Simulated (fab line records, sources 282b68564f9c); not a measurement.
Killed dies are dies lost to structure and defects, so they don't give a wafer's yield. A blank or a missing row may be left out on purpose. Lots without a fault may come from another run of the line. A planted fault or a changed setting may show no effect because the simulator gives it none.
Which tool did it? | flow rit_cmos | 15 lots, 45 wafers sampled, at 4 steps of a route of 202

WHAT THE GAUGES READ, wafer by wafer
RIT_ACTIVE_THK_MEAS_02. Usual: ACTIVE_OXIDE_THK 47.0 nm, standard deviation 0.84.
lot  | measured    | on            | ACTIVE_OXIDE_THK (nm) | flag
L185 | day 1 17:03 | film_metro-03 | 46.7 46.1 47.2        |
L186 | day 1 22:04 | film_metro-02 | 47.4 46.6 47.3        |
L187 | day 2 03:03 | film_metro-02 | 48.4 47.7 47.5        |
L188 | day 2 08:04 | film_metro-03 | 47.5 47.3 47.3        |
L191 | day 2 23:04 | film_metro-03 | 47.8 47.8 47.5        |
L192 | day 3 04:37 | film_metro-02 | 47.9 48.4 47.9        |
L194 | day 3 14:03 | film_metro-02 | 48.5 48.6 48.3        |
L195 | day 3 20:18 | film_metro-01 | 47.1 46.4 47.2        |
L196 | day 4 01:20 | film_metro-02 | 47.1 47.7 48.0        |
L197 | day 4 05:55 | film_metro-01 | 46.9 47.2 47.1        |
L202 | day 5 06:03 | film_metro-01 | 47.9 47.8 47.7        |
L204 | day 5 16:03 | film_metro-01 | 47.3 47.5 47.4        |
L205 | day 5 21:03 | film_metro-01 | 47.9 47.7 47.5        |
L206 | day 6 02:03 | film_metro-01 | 46.0 45.6 45.9        |
L207 | day 6 07:04 | film_metro-03 | 48.7 47.8 48.5        |

RIT_FOX2_THK_MEAS_90. Usual: FIELD_OXIDE_LEFT_1_THK 303 nm, standard deviation 5.8.
lot  | measured    | on            | FIELD_OXIDE_LEFT_1_THK (nm) | flag
L185 | day 2 01:06 | film_metro-04 | 318 312 318                 |
L186 | day 2 05:20 | film_metro-03 | 304 297 304                 |
L187 | day 2 10:22 | film_metro-03 | 296 293 289                 |
L188 | day 2 15:30 | film_metro-04 | 302 301 300                 |
L191 | day 3 06:34 | film_metro-04 | 302 303 302                 |
L192 | day 3 12:38 | film_metro-04 | 306 307 304                 |
L194 | day 4 00:24 | film_metro-03 | 301 296 296                 |
L195 | day 4 05:01 | film_metro-02 | 301 304 299                 |
L196 | day 4 09:29 | film_metro-03 | 301 301 303                 |
L197 | day 4 13:44 | film_metro-04 | 302 300 306                 |
L202 | day 5 13:44 | film_metro-04 | 300 300 300                 |
L204 | day 5 23:37 | film_metro-04 | 300 307 309                 |
L205 | day 6 04:14 | film_metro-04 | 302 300 301                 |
L206 | day 6 09:58 | film_metro-02 | 292 288 291                 |
L207 | day 6 14:34 | film_metro-04 | 298 308 304                 |

RIT_PRETRO_OVL_MEAS_06. Usual: PRETRO_OVL -0.8 nm, standard deviation 1.3.
lot  | measured    | on         | PRETRO_OVL (nm) | flag
L185 | day 2 12:19 | overlay-02 | 1.3 -0.2 -2.7   |
L186 | day 2 16:50 | overlay-01 | 0.1 -2.5 -0.5   |
L187 | day 2 21:55 | overlay-01 | 0.1 -0.2 -1.1   |
L188 | day 3 02:32 | overlay-01 | -1.3 -2.0 -0.8  |
L191 | day 3 18:56 | overlay-01 | -0.5 -2.0 -3.7  |
L192 | day 3 23:56 | overlay-01 | -0.8 -1.6 -1.7  |
L194 | day 4 12:01 | overlay-02 | -0.6 -1.5 -3.8  |
L195 | day 4 16:46 | overlay-01 | - - -           | OFF
L196 | day 4 20:50 | overlay-02 | - - -           | OFF
L197 | day 5 00:57 | overlay-01 | - - -           | OFF
L202 | day 6 01:04 | overlay-01 | 0.3 0.8 -0.8    |
L204 | day 6 10:46 | overlay-01 | 0.0 -1.1 -2.3   |
L205 | day 6 16:09 | overlay-02 | 0.9 0.3 1.3     |
L206 | day 6 21:13 | overlay-02 | -3.8 -0.7 -2.8  |
L207 | day 7 02:13 | overlay-02 | -1.6 -0.1 0.4   |

WHICH TOOL RAN EACH LOT (tool, then ch and the chambers of the sampled wafers, then the start)
lot  | RIT_PRETRO_COAT_01
L185 | litho_track-02 ch 0, day 2 11:28
L186 | litho_track-03 ch 0, day 2 16:02
L187 | litho_track-02 ch 0, day 2 21:11
L188 | litho_track-01 ch 0, day 3 01:42
L191 | litho_track-02 ch 0, day 3 18:07
L192 | litho_track-02 ch 0, day 3 23:13
L194 | litho_track-02 ch 0, day 4 11:17
L195 | litho_track-02, day 4 15:56
L196 | litho_track-02, day 4 20:08
L197 | litho_track-02, day 5 00:14
L202 | litho_track-02 ch 0, day 6 00:20
L204 | litho_track-03 ch 0, day 6 10:02
L205 | litho_track-02 ch 0, day 6 15:15
L206 | litho_track-03 ch 0, day 6 20:29
L207 | litho_track-03 ch 0, day 7 01:25
- RIT_PRETRO_COAT_01: resist thk 1300 nm.

WHAT THE TOOLS THEMSELVES READ (means of the sampled wafers that have a number; where no wafer has one, the mark that the record gives instead)
RIT_PRETRO_COAT_01. Usual: chill_plate_temp_C 23.00 C, standard deviation 0.11; dispense_pressure_kPa 52.9 kPa, standard deviation 2.6.
lot  | tool           | chill_plate_temp_C (C) | dispense_pressure_kPa (kPa) | flag
L185 | litho_track-02 | 22.95                  | 51.4                        |
L186 | litho_track-03 | 23.03                  | 57.0                        |
L187 | litho_track-02 | 22.96                  | 51.4                        |
L188 | litho_track-01 | 23.12                  | 50.9                        |
L191 | litho_track-02 | 22.89                  | 51.4                        |
L192 | litho_track-02 | 23.07                  | 51.4                        |
L194 | litho_track-02 | 23.01                  | 51.4                        |
L195 | litho_track-02 | -                      | -                           | OFF
L196 | litho_track-02 | -                      | -                           | OFF
L197 | litho_track-02 | -                      | -                           | OFF
L202 | litho_track-02 | 23.22                  | 51.4                        |
L204 | litho_track-03 | 23.01                  | 57.0                        |
L205 | litho_track-02 | 22.97                  | 51.4                        |
L206 | litho_track-03 | 23.07                  | 57.0                        |
L207 | litho_track-03 | 22.91                  | 57.0                        |

THE ANSWER, worked out from the rows above alone
Rule: a lot is off if the mean of its wafers that have a number lies more than 3 standard deviations from the usual mean. A lot without any number at a reading at which 4 lots or more have one is off too. The other lots that the step has rows for count as sound. The gauges are gone through in route order, then the tools' own readings, and for those a lot's mean is taken as printed above. The first step at which some lot is off is used, and at that step the reading that is off furthest; a lot without a number counts as furthest.
Off: L195, L196, L197, at RIT_PRETRO_OVL_MEAS_06 (PRETRO_OVL). Without a number there: L195, L196, L197.
A tool fits if, at a process step before that reading, it ran every lot that is off, and no sound lot after the first of them. The gauges at RIT_PRETRO_OVL_MEAS_06 aren't tried: what is off there is off at RIT_PRETRO_COAT_01 too, on other tools, and a gauge's error can't cause that. None of those tried fits.

WHAT THE SIMULATOR HAD PUT IN
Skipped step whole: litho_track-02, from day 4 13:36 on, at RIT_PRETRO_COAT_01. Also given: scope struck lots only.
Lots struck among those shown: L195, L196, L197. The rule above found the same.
